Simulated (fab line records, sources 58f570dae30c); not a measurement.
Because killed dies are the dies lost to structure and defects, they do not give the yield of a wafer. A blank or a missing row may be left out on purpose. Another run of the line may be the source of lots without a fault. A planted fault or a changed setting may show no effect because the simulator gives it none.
The tool behind it: which one? ; flow berkeleyCmos170 ; 14 lots (42 wafers sampled), 1 step of a 331-step route

== WHAT THE GAUGES READ, wafer by wafer ==
The record holds no reading of a measuring or inspecting step that can be judged against a usual standard deviation.

== WHICH TOOL RAN EACH LOT (tool, then ch and the chambers of the sampled wafers, then the start) ==
lot;UCB170_M2_ETCH_17
L147;rieDiel-02 ch 1,2,3, day 8 13:56
L149;rieDiel-01 ch 0,1,2, day 8 22:34
L150;rieDiel-02 ch 0,1,3, day 9 11:58
L152;rieDiel-01 ch 0,2,3, day 9 12:05
L151;rieDiel-03 ch 0,2, day 9 12:16
L153;rieDiel-02 ch 0,1, day 10 02:11
L156;rieDiel-03 ch 0,3, day 10 08:49
L158;rieDiel-03 ch 0,1,3, day 11 10:25
L162;rieDiel-03 ch 2,3, day 11 14:11
L159;rieDiel-03 ch 0,3, day 11 20:45
L160;rieDiel-01 ch 1,2, day 11 21:02
L163;rieDiel-01 ch 0,3, day 12 19:04
L167;rieDiel-02 ch 2,3, day 13 03:01
L169;rieDiel-01 ch 2,3, day 13 08:43
- UCB170_M2_ETCH_17: etches BARC in N2/H2.

== WHAT THE TOOLS THEMSELVES READ (means of the sampled wafers that have a number; where no wafer has one, the mark that the record gives instead) ==
UCB170_M2_ETCH_17. Usual: biasW 99.97 W, standard deviation 0.3; drypumpMotorCurrentA 5.3 A, standard deviation 0.41; oesProductAu 0.995 a.u., standard deviation 0.018; throttleValvePct 13.28 %, standard deviation 0.22.
lot;tool;biasW (W);drypumpMotorCurrentA (A);oesProductAu (a.u.);throttleValvePct (%);flag
L147;rieDiel-02;100.11;5.3;0.992;13.32;
L149;rieDiel-01;99.94;5.2;1.000;13.49;
L150;rieDiel-02;100.06;5.1;0.986;13.22;
L152;rieDiel-01;100.01;5.2;1.001;13.42;
L151;rieDiel-03;100.05;5.2;1.002;13.21;
L153;rieDiel-02;99.91;5.2;0.981;13.36;
L156;rieDiel-03;99.75;5.9;1.002;13.28;
L158;rieDiel-03;100.10;5.8;0.988;13.25;
L162;rieDiel-03;99.95;5.4;0.799;12.98;OFF
L159;rieDiel-03;100.13;5.6;0.800;13.31;OFF
L160;rieDiel-01;99.88;5.2;1.002;13.57;
L163;rieDiel-01;99.82;5.3;0.987;13.42;
L167;rieDiel-02;100.03;5.1;1.001;13.19;
L169;rieDiel-01;99.68;5.1;0.978;13.42;

== THE ANSWER, worked out from the rows above alone ==
Rule: take the mean of a lot's wafers that have a number; if it is more than 3 standard deviations from the usual mean, the lot is off. Also off: a lot with no number at a reading for which 4 or more lots have one. Where the step has rows for the other lots, those lots are counted as sound. Order of review: gauges by route order, followed by the tools' own readings, for which a lot's mean as printed above is used. The first step at which some lot is off is used, and at that step the reading that is off furthest; a lot without a number counts as furthest.
Off, at UCB170_M2_ETCH_17 on oesProductAu: L162, L159.
A tool fits if, at that step or a process step before it, it ran every lot that is off, and no sound lot after the first of them. One fits: rieDiel-03 at UCB170_M2_ETCH_17. Its last sound lot is L158 (day 11 10:25), its first lot that is off L162 (day 11 14:11): a fault that began between those two fits.
The tool's own readings at UCB170_M2_ETCH_17 bear it out: on the lots that are off they differ by more than 5 times the standard deviation of the sound lots' means. oesProductAu reads 0.800 a.u. there against 0.993 a.u. on the sound lots.

== WHAT THE SIMULATOR HAD PUT IN ==
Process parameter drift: rieDiel-03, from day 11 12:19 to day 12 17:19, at UCB170_M2_ETCH_17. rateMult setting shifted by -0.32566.
Shown lots that were struck: L162, L159. The rule above reached the same finding.
